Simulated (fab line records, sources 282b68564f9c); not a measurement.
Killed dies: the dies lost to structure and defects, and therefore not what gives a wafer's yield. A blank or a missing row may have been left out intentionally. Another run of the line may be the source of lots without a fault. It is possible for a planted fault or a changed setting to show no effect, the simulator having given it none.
Which tool did it? || flow rit cmos || 14 lots with 42 wafers sampled at 3 steps, on a route of 202 steps

## WHAT THE GAUGES SHOWED, per wafer
RIT_PWELL_TW_MEAS_10. Usual: PWELL_TW 960, standard deviation 4.9.
{"lot": "L622", "measured": "day 1 23:56", "on": "film metro-04", "PWELL_TW": "955 951 954", "flag": ""}
{"lot": "L623", "measured": "day 2 09:01", "on": "film metro-04", "PWELL_TW": "959 962 963", "flag": ""}
{"lot": "L624", "measured": "day 2 09:36", "on": "film metro-01", "PWELL_TW": "969 967 963", "flag": ""}
{"lot": "L626", "measured": "day 2 22:57", "on": "film metro-01", "PWELL_TW": "963 961 962", "flag": ""}
{"lot": "L627", "measured": "day 3 06:30", "on": "film metro-04", "PWELL_TW": "965 967 963", "flag": ""}
{"lot": "L629", "measured": "day 3 11:26", "on": "film metro-04", "PWELL_TW": "964 969 965", "flag": ""}
{"lot": "L632", "measured": "day 4 02:38", "on": "film metro-04", "PWELL_TW": "957 962 961", "flag": ""}
{"lot": "L633", "measured": "day 4 07:26", "on": "film metro-01", "PWELL_TW": "962 960 965", "flag": ""}
{"lot": "L634", "measured": "day 4 13:55", "on": "film metro-04", "PWELL_TW": "1051 1044 1041", "flag": "OFF"}
{"lot": "L635", "measured": "day 4 16:57", "on": "film metro-04", "PWELL_TW": "1041 1037 1044", "flag": "OFF"}
{"lot": "L640", "measured": "day 5 17:08", "on": "film metro-04", "PWELL_TW": "958 957 956", "flag": ""}
{"lot": "L641", "measured": "day 5 23:23", "on": "film metro-04", "PWELL_TW": "958 960 957", "flag": ""}
{"lot": "L642", "measured": "day 6 03:34", "on": "film metro-01", "PWELL_TW": "962 957 971", "flag": ""}
{"lot": "L643", "measured": "day 6 10:05", "on": "film metro-04", "PWELL_TW": "960 964 960", "flag": ""}

RIT_WELLDRIVE_RS_MEAS_02: uses a four-point probe to measure. Usual: PWELL_RS 429.3 ohm/sq, standard deviation 1.1.
{"lot": "L622", "measured": "day 2 06:59", "on": "film metro-02", "PWELL_RS (ohm/sq)": "428.7 428.3 428.3", "flag": ""}
{"lot": "L623", "measured": "day 2 14:37", "on": "film metro-04", "PWELL_RS (ohm/sq)": "430.2 428.4 428.3", "flag": ""}
{"lot": "L624", "measured": "day 2 15:53", "on": "film metro-02", "PWELL_RS (ohm/sq)": "426.6 429.1 429.2", "flag": ""}
{"lot": "L626", "measured": "day 3 06:02", "on": "film metro-04", "PWELL_RS (ohm/sq)": "430.5 428.8 428.6", "flag": ""}
{"lot": "L627", "measured": "day 3 11:46", "on": "film metro-01", "PWELL_RS (ohm/sq)": "429.7 429.8 430.7", "flag": ""}
{"lot": "L629", "measured": "day 3 17:19", "on": "film metro-04", "PWELL_RS (ohm/sq)": "430.0 429.4 429.6", "flag": ""}
{"lot": "L632", "measured": "day 4 08:25", "on": "film metro-04", "PWELL_RS (ohm/sq)": "430.1 430.4 428.9", "flag": ""}
{"lot": "L633", "measured": "day 4 12:49", "on": "film metro-04", "PWELL_RS (ohm/sq)": "429.4 430.6 429.4", "flag": ""}
{"lot": "L634", "measured": "day 4 19:11", "on": "film metro-02", "PWELL_RS (ohm/sq)": "365.1 363.6 363.7", "flag": "OFF"}
{"lot": "L635", "measured": "day 4 23:45", "on": "film metro-02", "PWELL_RS (ohm/sq)": "364.3 364.6 364.8", "flag": "OFF"}
{"lot": "L640", "measured": "day 5 22:53", "on": "film metro-04", "PWELL_RS (ohm/sq)": "431.2 429.6 431.3", "flag": ""}
{"lot": "L641", "measured": "day 6 04:38", "on": "film metro-01", "PWELL_RS (ohm/sq)": "428.9 429.5 429.9", "flag": ""}
{"lot": "L642", "measured": "day 6 09:45", "on": "film metro-04", "PWELL_RS (ohm/sq)": "430.2 430.1 430.3", "flag": ""}
{"lot": "L643", "measured": "day 6 15:22", "on": "film metro-04", "PWELL_RS (ohm/sq)": "431.2 429.2 430.5", "flag": ""}

## WHAT TOOL EACH LOT RAN ON (gives the tool, then ch and the chambers of the sampled wafers, and finally the start)
{"lot": "L622", "RIT_PWELL_IMPLANT_08": "implanter-02 ch 0, day 1 23:38"}
{"lot": "L623", "RIT_PWELL_IMPLANT_08": "implanter-02 ch 0, day 2 08:41"}
{"lot": "L624", "RIT_PWELL_IMPLANT_08": "implanter-02 ch 0, day 2 09:17"}
{"lot": "L626", "RIT_PWELL_IMPLANT_08": "implanter-02 ch 0, day 2 22:37"}
{"lot": "L627", "RIT_PWELL_IMPLANT_08": "implanter-01 ch 0, day 3 06:11"}
{"lot": "L629", "RIT_PWELL_IMPLANT_08": "implanter-02 ch 0, day 3 11:07"}
{"lot": "L632", "RIT_PWELL_IMPLANT_08": "implanter-04 ch 0, day 4 02:19"}
{"lot": "L633", "RIT_PWELL_IMPLANT_08": "implanter-01 ch 0, day 4 07:07"}
{"lot": "L634", "RIT_PWELL_IMPLANT_08": "implanter-02 ch 0, day 4 13:37"}
{"lot": "L635", "RIT_PWELL_IMPLANT_08": "implanter-02 ch 0, day 4 16:38"}
{"lot": "L640", "RIT_PWELL_IMPLANT_08": "implanter-04 ch 0, day 5 16:49"}
{"lot": "L641", "RIT_PWELL_IMPLANT_08": "implanter-04 ch 0, day 5 23:04"}
{"lot": "L642", "RIT_PWELL_IMPLANT_08": "implanter-01 ch 0, day 6 03:15"}
{"lot": "L643", "RIT_PWELL_IMPLANT_08": "implanter-01 ch 0, day 6 09:47"}
- RIT_PWELL_IMPLANT_08

## AS READ BY THE TOOLS THEMSELVES (means over the sampled wafers that have a number; for cases with no such wafer, the mark the record gives instead)
RIT_PWELL_IMPLANT_08. Usual: dose ions cm2 6.999e+13, standard deviation 8.1e+10; faraday current uA 221, standard deviation 4.4.
{"lot": "L622", "tool": "implanter-02", "dose ions cm2": 6.994e+13, "faraday current uA": 222, "flag": ""}
{"lot": "L623", "tool": "implanter-02", "dose ions cm2": 7.006e+13, "faraday current uA": 220, "flag": ""}
{"lot": "L624", "tool": "implanter-02", "dose ions cm2": 6.990e+13, "faraday current uA": 219, "flag": ""}
{"lot": "L626", "tool": "implanter-02", "dose ions cm2": 6.992e+13, "faraday current uA": 223, "flag": ""}
{"lot": "L627", "tool": "implanter-01", "dose ions cm2": 6.995e+13, "faraday current uA": 221, "flag": ""}
{"lot": "L629", "tool": "implanter-02", "dose ions cm2": 6.996e+13, "faraday current uA": 223, "flag": ""}
{"lot": "L632", "tool": "implanter-04", "dose ions cm2": 6.987e+13, "faraday current uA": 218, "flag": ""}
{"lot": "L633", "tool": "implanter-01", "dose ions cm2": 7.001e+13, "faraday current uA": 224, "flag": ""}
{"lot": "L634", "tool": "implanter-02", "dose ions cm2": 9.104e+13, "faraday current uA": 289, "flag": "OFF"}
{"lot": "L635", "tool": "implanter-02", "dose ions cm2": 9.092e+13, "faraday current uA": 291, "flag": "OFF"}
{"lot": "L640", "tool": "implanter-04", "dose ions cm2": 6.990e+13, "faraday current uA": 221, "flag": ""}
{"lot": "L641", "tool": "implanter-04", "dose ions cm2": 6.987e+13, "faraday current uA": 223, "flag": ""}
{"lot": "L642", "tool": "implanter-01", "dose ions cm2": 7.000e+13, "faraday current uA": 219, "flag": ""}
{"lot": "L643", "tool": "implanter-01", "dose ions cm2": 7.006e+13, "faraday current uA": 224, "flag": ""}

## THE ANSWER, worked out from the rows above alone
Rule: a lot counts as off when the mean over its wafers that have a number is more than 3 standard deviations away from the usual mean. A lot without any number at a reading at which 4 lots or more have one is off too. Where the step has rows for the other lots, those lots are counted as sound. The gauges are gone through in route order, then the tools' own readings, and for those a lot's mean is taken as printed above. The first step at which some lot is off is used, and at that step the reading that is off furthest; a lot without a number counts as furthest.
Off: at RIT_PWELL_TW_MEAS_10 (PWELL_TW), L634, L635.
A tool fits if, at a process step before that reading, it ran every lot that is off, and no sound lot after the first of them. Not tried: the gauges at RIT_PWELL_TW_MEAS_10; whatever is off there is also off at RIT_WELLDRIVE_RS_MEAS_02, on other tools, and gauge error can't account for it. One fits: RIT_PWELL_IMPLANT_08 on implanter-02. Its last sound lot is L629 (day 3 11:07), its first lot that is off L634 (day 4 13:37): a fault that began between those two fits.
The tool's own readings at RIT_PWELL_IMPLANT_08 bear it out: on the lots that are off they differ by more than 5 times the standard deviation of the sound lots' means. dose ions cm2 reads 9.098e+13 there against 6.995e+13 on the sound lots; faraday current uA reads 290 there against 221 on the sound lots.

## WHAT THE SIMULATOR PUT IN
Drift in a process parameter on implanter-02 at RIT_PWELL_IMPLANT_08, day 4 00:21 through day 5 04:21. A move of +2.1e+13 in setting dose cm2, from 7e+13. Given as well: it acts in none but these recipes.
Struck lots among those shown: L634, L635. The rule above found the same.
